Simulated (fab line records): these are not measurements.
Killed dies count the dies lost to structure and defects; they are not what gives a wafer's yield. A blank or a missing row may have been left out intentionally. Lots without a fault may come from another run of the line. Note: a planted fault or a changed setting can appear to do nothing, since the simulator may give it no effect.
One fault seen from 2 desks || flow berkeley_cmos170 || only its own numbers are on each desk; what lay behind them is given at the end

== THE TOOL OWNER'S DESK: krf_scanner-02 ==
The tool's own readings at UCB170_PSD_EXPOSE_03 (exposes mask PSELECT MOD, target cd 1200 nm): means of the sampled wafers that have a number, for each lot that ran on this tool. Any lot whose mean is over 4 standard deviations away from the usual mean is out of limits and marked OUT; that distance is given in the brackets.
Columns: A = reticle_temp_C at UCB170_PSD_EXPOSE_03, usual 23.00 C
{"lot": "L880", "first seen here": "day 7 01:07", "A": 22.98}
{"lot": "L882", "first seen here": "day 7 07:04", "A": 22.95}
{"lot": "L885", "first seen here": "day 7 11:11", "A": 23.13}
{"lot": "L887", "first seen here": "day 8 03:15", "A": 22.96}
{"lot": "L888", "first seen here": "day 8 10:44", "A": 22.96}
{"lot": "L892", "first seen here": "day 9 14:07", "A": 22.90}
Result from this desk: across the 6 lots, nothing is out of limits.

== METROLOGY DESK ==
Means of the sampled wafers that have a number, per lot and without regard to the tool the lot ran on: this is what the gauges read. Any lot whose mean is over 4 standard deviations away from the usual mean is out of limits and marked OUT; that distance is given in the brackets.
Columns: A = PLDD_OVL at UCB170_PLDD_OVL_MEAS_07, usual 4 nm; B = PSD_OVL at UCB170_PSD_OVL_MEAS_07, usual -4 nm; C = NSD_TW at UCB170_NSD_TW_MEAS_10, usual 4180
{"lot": "L881", "first seen here": "day 6 17:05", "A": -1, "B": -4, "C": 4231}
{"lot": "L880", "first seen here": "day 6 17:22", "A": 7, "B": -11, "C": 4182}
{"lot": "L882", "first seen here": "day 7 00:22", "A": 6, "B": 0, "C": 4164}
{"lot": "L883", "first seen here": "day 7 00:38", "A": -4, "B": 0, "C": 4194}
{"lot": "L885", "first seen here": "day 7 03:30", "A": 9, "B": -3, "C": 4266}
{"lot": "L887", "first seen here": "day 7 19:37", "A": -4, "B": "189 (+34) OUT", "C": 4204}
{"lot": "L888", "first seen here": "day 8 01:53", "A": 2, "B": "177 (+32) OUT", "C": 4150}
{"lot": "L894", "first seen here": "day 8 16:15", "A": 7, "B": -9, "C": 4205}
{"lot": "L893", "first seen here": "day 9 05:31", "A": 0, "B": -4, "C": 4164}
{"lot": "L892", "first seen here": "day 9 05:48", "A": -2, "B": "168 (+30) OUT", "C": 4180}
{"lot": "L895", "first seen here": "day 9 06:05", "A": 6, "B": -6, "C": 4190}
{"lot": "L896", "first seen here": "day 9 19:41", "A": 5, "B": -9, "C": 4143}
{"lot": "L899", "first seen here": "day 10 10:22", "A": 6, "B": -4, "C": 4214}
{"lot": "L903", "first seen here": "day 11 03:22", "A": -3, "B": -3, "C": 4154}
{"lot": "L901", "first seen here": "day 11 04:23", "A": 12, "B": -8, "C": 4152}
This desk finds L887, L888, L892 out of limits, with the earliest case on L887 at day 8 03:54 (PSD_OVL at UCB170_PSD_OVL_MEAS_07). L881, L880, L882, L883, L885, L894, L893, L895, L896, L899, L903, L901: within limits.

== BROUGHT TOGETHER ==
On L887, L888, L892, the metrology desk was in a position to raise an alarm at day 8 03:54.
Nothing out of limits was seen by the tool owner's desk.
On record at the tool owner's desk: L887, L888, L892, within its limits.
The lots listed all ran UCB170_PSD_EXPOSE_03 on krf_scanner-02.

== WHAT THE SIMULATOR HAD PUT IN ==
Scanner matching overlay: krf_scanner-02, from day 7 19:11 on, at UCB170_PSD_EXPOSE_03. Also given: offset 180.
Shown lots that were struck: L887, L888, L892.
Per desk, hours elapsed from the start of the fault to the first reading out of limits: for the metrology desk, 9.
